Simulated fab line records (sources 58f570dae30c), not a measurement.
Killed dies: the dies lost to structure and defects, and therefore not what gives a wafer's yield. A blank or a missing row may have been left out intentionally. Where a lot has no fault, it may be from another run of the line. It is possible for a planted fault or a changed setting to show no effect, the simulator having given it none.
What tool caused it?    flow berkeley-cmos170    42 wafers from 14 lots sampled at 5 of the route's 331 steps

## WHAT THE GAUGES READ, wafer by wafer
UCB170_FIELD_THK_MEAS_90.
lot   measured     on             FIELD_OXIDE_LEFT_1_THK (nm)
L253  day 4 22:31  film-metro-01  450 443 434
L254  day 4 22:32  film-metro-04  442 445 441
L256  day 5 12:08  film-metro-02  442 449 448
L258  day 5 19:53  film-metro-02  446 442 447
L261  day 6 16:22  film-metro-01  438 441 434
L264  day 7 05:46  film-metro-02  433 436 447
L262  day 7 05:46  film-metro-04  452 453 452
L265  day 7 14:48  film-metro-04  429 431 427
L266  day 7 14:48  film-metro-02  438 455 448
L267  day 8 00:26  film-metro-02  445 450 448
L269  day 8 00:26  film-metro-01  428 426 431
L268  day 8 00:29  film-metro-02  422 431 424
L272  day 9 04:32  film-metro-02  450 443 442
L274  day 9 08:10  film-metro-04  449 447 449

UCB170_GATE_CD_MEAS_12: target cd 350 nm.
lot   measured      on         cd-nm (nm)
L253  day 6 01:50   cd-sem-02  348.1 347.0 346.9
L254  day 6 02:10   cd-sem-01  350.8 352.6 349.6
L256  day 6 15:29   cd-sem-02  348.7 348.6 350.0
L258  day 7 02:56   cd-sem-01  349.6 349.6 350.1
L261  day 8 00:52   cd-sem-01  351.6 351.8 350.0
L264  day 8 10:17   cd-sem-01  351.0 351.3 351.3
L262  day 8 10:04   cd-sem-02  349.0 349.9 349.6
L265  day 8 17:06   cd-sem-02  350.3 348.9 349.7
L266  day 8 17:23   cd-sem-01  353.0 351.2 353.1
L267  day 9 01:23   cd-sem-01  350.4 350.8 349.2
L269  day 9 01:47   cd-sem-02  350.5 350.6 351.2
L268  day 9 01:30   cd-sem-02  370.8 369.9 369.3
L272  day 10 10:41  cd-sem-02  369.6 370.2 367.6
L274  day 10 15:03  cd-sem-02  350.9 351.9 351.7

UCB170_PLDD_CD_MEAS_06: target cd 1200 nm.
lot   measured      on         cd-nm (nm)
L253  day 6 04:14   cd-sem-01  1197.6 1199.9 1198.7
L254  day 6 04:20   cd-sem-02  1200.3 1198.4 1199.5
L256  day 6 17:22   cd-sem-02  1201.1 1201.7 1202.8
L258  day 7 04:54   cd-sem-01  1200.8 1199.4 1201.6
L261  day 8 02:22   cd-sem-02  1198.5 1198.4 1199.0
L264  day 8 12:01   cd-sem-02  1200.1 1199.1 1199.9
L262  day 8 11:49   cd-sem-02  1198.3 1200.0 1198.8
L265  day 8 21:46   cd-sem-01  1201.3 1201.4 1201.0
L266  day 8 21:33   cd-sem-02  1201.8 1200.3 1201.7
L267  day 9 05:23   cd-sem-02  1199.8 1200.7 1199.9
L269  day 9 05:23   cd-sem-01  1200.9 1201.8 1201.5
L268  day 9 05:30   cd-sem-02  1203.2 1204.2 1203.6
L272  day 10 12:31  cd-sem-01  1200.4 1201.3 1201.0
L274  day 10 16:41  cd-sem-01  1202.0 1202.3 1203.1

## EACH LOT AND THE TOOL THAT RAN IT (in order: tool; ch and the chambers of the sampled wafers; start)
lot   UCB170_PVT_STRIP_08                   UCB170_GATE_SOFTBAKE_08
L253  plasma-asher-03 ch 0,1, day 5 15:23   litho-track-01 ch 0, day 6 00:00
L254  plasma-asher-02 ch 0,1, day 5 15:31   litho-track-01 ch 0, day 6 01:00
L256  plasma-asher-02 ch 0,1, day 6 02:44   litho-track-03 ch 0, day 6 14:00
L258  plasma-asher-03 ch 0,1, day 6 13:56   litho-track-02 ch 0, day 7 02:00
L261  plasma-asher-04 ch 0,1, day 7 11:20   litho-track-01 ch 0, day 8 00:00
L264  plasma-asher-02 ch 0,1, day 7 20:01   litho-track-02 ch 0, day 8 09:00
L262  plasma-asher-03 ch 0,1, day 7 19:26   litho-track-01 ch 0, day 8 09:00
L265  plasma-asher-04 ch 0,1, day 8 07:15   litho-track-01 ch 0, day 8 16:00
L266  plasma-asher-03 ch 0,1, day 8 07:03   litho-track-02 ch 0, day 8 16:00
L267  plasma-asher-02 ch 0,1, day 8 15:12   litho-track-01 ch 0, day 9 00:00
L269  plasma-asher-03 ch 1, day 8 15:12     litho-track-03 ch 0, day 9 00:00
L268  plasma-asher-02 ch 0,1, day 8 14:56   litho-track-02 ch 0, day 9 00:00
L272  plasma-asher-03 ch 0,1, day 9 21:16   litho-track-02 ch 0, day 10 09:00
L274  plasma-asher-02 ch 0,1, day 10 01:56  litho-track-03 ch 0, day 10 14:00
- UCB170_PVT_STRIP_08: strips in O2.
- UCB170_GATE_SOFTBAKE_08: time 60 s.

## AS READ BY THE TOOLS THEMSELVES (means over the sampled wafers that have a number; for cases with no such wafer, the mark the record gives instead)
UCB170_PVT_STRIP_08.
lot   tool             drypump-motor-current-A (A)  oes-product-au (a.u.)  strip-time-to-endpoint-s (s)
L253  plasma-asher-03  5.4                          0.733                  21.55
L254  plasma-asher-02  5.8                          0.734                  21.67
L256  plasma-asher-02  6.0                          0.737                  21.68
L258  plasma-asher-03  5.3                          0.734                  21.68
L261  plasma-asher-04  5.8                          0.735                  21.59
L264  plasma-asher-02  6.0                          0.728                  21.56
L262  plasma-asher-03  5.3                          0.737                  21.69
L265  plasma-asher-04  6.0                          0.735                  21.62
L266  plasma-asher-03  5.4                          0.737                  21.64
L267  plasma-asher-02  5.8                          0.729                  21.52
L269  plasma-asher-03  5.5                          0.733                  21.66
L268  plasma-asher-02  6.0                          0.733                  21.60
L272  plasma-asher-03  5.4                          0.737                  21.62
L274  plasma-asher-02  6.0                          0.734                  21.63

UCB170_GATE_SOFTBAKE_08.
lot   tool            heater-power-total-W (W)  plate-temp-C (C)
L253  litho-track-01  56.81                     130.10
L254  litho-track-01  56.76                     129.98
L256  litho-track-03  56.80                     130.18
L258  litho-track-02  56.85                     129.87
L261  litho-track-01  56.79                     130.06
L264  litho-track-02  56.74                     129.98
L262  litho-track-01  56.85                     129.91
L265  litho-track-01  56.82                     130.13
L266  litho-track-02  56.75                     129.98
L267  litho-track-01  56.81                     129.90
L269  litho-track-03  56.81                     130.01
L268  litho-track-02  51.63                     120.77
L272  litho-track-02  51.63                     120.80
L274  litho-track-03  56.77                     129.80

## THE ANSWER, worked out from the rows above alone
Rule: usual is defined by the lots themselves. Put in order of their means at a reading, lots are off if they are a third of the lots or fewer, leave a main group of 4 or more, and stand apart from it by a gap of 3 or more times the standard deviation of the main group's means; of several such gaps the widest counts. The tables above print the reading to a certain number of digits; a main group whose means all agree to those digits is not used. A lot without any number at a reading at which 4 lots or more have one is off too. Any other lot the step has rows for is counted as sound. The gauges are gone through in route order, then the tools' own readings, and for those a lot's mean is taken as printed above. The first step at which some lot is off is used, and at that step the reading that is off furthest; a lot without a number counts as furthest.
Off at UCB170_GATE_CD_MEAS_12 (cd-nm): L268, L272. Mean 350.3 nm and standard deviation 1.3 in the main group.
A tool fits if, at a process step before that reading, it ran every lot that is off, and no sound lot after the first of them. The gauges at UCB170_GATE_CD_MEAS_12 aren't tried: what is off there is off at UCB170_GATE_SOFTBAKE_08 too, on other tools, and a gauge's error can't cause that. One fits: UCB170_GATE_SOFTBAKE_08 on litho-track-02. Its last sound lot is L266 (day 8 16:00), its first lot that is off L268 (day 9 00:00): a fault that began between those two fits.
The tool's own readings at UCB170_GATE_SOFTBAKE_08 bear it out: on the lots that are off they differ by more than 5 times the standard deviation of the sound lots' means. heater-power-total-W reads 51.63 W there against 56.80 W on the sound lots; plate-temp-C reads 120.78 C there against 129.99 C on the sound lots.

## WHAT THE SIMULATOR HAD PUT IN
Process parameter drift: litho-track-02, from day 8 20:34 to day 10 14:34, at UCB170_GATE_SOFTBAKE_08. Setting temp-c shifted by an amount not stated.
Lots struck among those shown: L268, L272. The rule above found the same.
